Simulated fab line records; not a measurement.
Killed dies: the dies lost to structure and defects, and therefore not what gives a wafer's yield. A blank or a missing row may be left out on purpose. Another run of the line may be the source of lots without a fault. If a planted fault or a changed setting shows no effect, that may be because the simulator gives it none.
Problem report, 8D (eight disciplines) form, completed by code || flow ritCmos || the parts of the form that need people (team, actions taken, sign-off) are left out

== 1. WHAT WENT WRONG ==
Mean of spikeTcCentreC at RIT_FOX2_OXIDATION_00: 1112.8 C across 6 wafers in 2 lots; on wafers with no fault it is 1102.5 C (standard deviation 0.93). Measured from the usual mean, that is +11 standard deviations.
The step: target thk 350.7 nm, ox time 1130 s.
First observed at day 4 11:19: wafer L660.2, on furnace-04. The record holds 42 wafers of 14 lots with a number at this step. By rule, "out" or "out of limits" means more than 4 standard deviations away from the usual mean. Any other wafer with a number is counted as sound.

== 2. WHAT THIS IS AND IS NOT ==
{"question": "which readings at this step", "is": "spikeTcCentreC, spikeTcLoadC", "is not": "-"}
{"question": "which lots", "is": "L660, L661", "is not": "L647, L648, L649, L651, L652, L656, L659, L662, L664, L666, L668, L669"}
{"question": "which wafers of those lots", "is": "all that have a number", "is not": "-"}
{"question": "read on which tools", "is": "furnace-04", "is not": "furnace-01, furnace-03"}
{"question": "when", "is": "from day 4 11:19", "is not": "up to then (21 sound wafers); but 15 sound wafers of L662, L664, L666, L668, L669 came after"}

== 3. THE SUSPECTS, EACH WITH WHAT RULES IT OUT ==
Counting: any tool at a process step up to the reading is kept as a suspect provided that every lot that is out went through it and no sound lot did after the first of them.
- furnace-04 at RIT_FOX2_OXIDATION_00 (target thk 350.7 nm, ox time 1130 s): kept. It ran every lot that is out, first L660 (day 4 11:19), and no sound lot after that; its last sound lot up to then is L656 (day 3 15:40). Its own readings are out on those wafers: spikeTcCentreC, spikeTcLoadC.
The count leaves furnace-04 at RIT_FOX2_OXIDATION_00.

== 4. THE CAUSE (what the simulator had put in) ==
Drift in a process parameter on furnace-04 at RIT_FOX2_OXIDATION_00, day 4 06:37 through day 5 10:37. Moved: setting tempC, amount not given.
After counting, this tool was the only one left.

== 5. SEQUENCE OF EFFECTS, ordered by route ==
One row per reading whose mean, taken over the struck wafers that have a number, lies over 3 standard deviations from the usual. Only readings for which the record gives a usual standard deviation are gone through. hours: the time from each lot's start at the first step in this table that gives one to its start at this step, as a median over the lots. sigmas: the change in usual standard deviations.
{"hours": 0, "step": "RIT_FOX2_OXIDATION_00", "reading": "spikeTcCentreC", "usual": "1102.5 C", "on struck wafers": 1112.8, "change": "+10.3", "sigmas": "+11"}
{"hours": 0, "step": "RIT_FOX2_OXIDATION_00", "reading": "spikeTcLoadC", "usual": "1124.6 C", "on struck wafers": 1136.5, "change": "+11.9", "sigmas": "+5.4"}
Here are the process steps it includes:
- RIT_FOX2_OXIDATION_00: target thk 350.7 nm, ox time 1130 s.

== 6. WHAT WOULD HAVE CAUGHT IT SOONER ==
5 hours passed between the start of the fault at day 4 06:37 and the first reading out of limits in this record, taken at day 4 11:19.
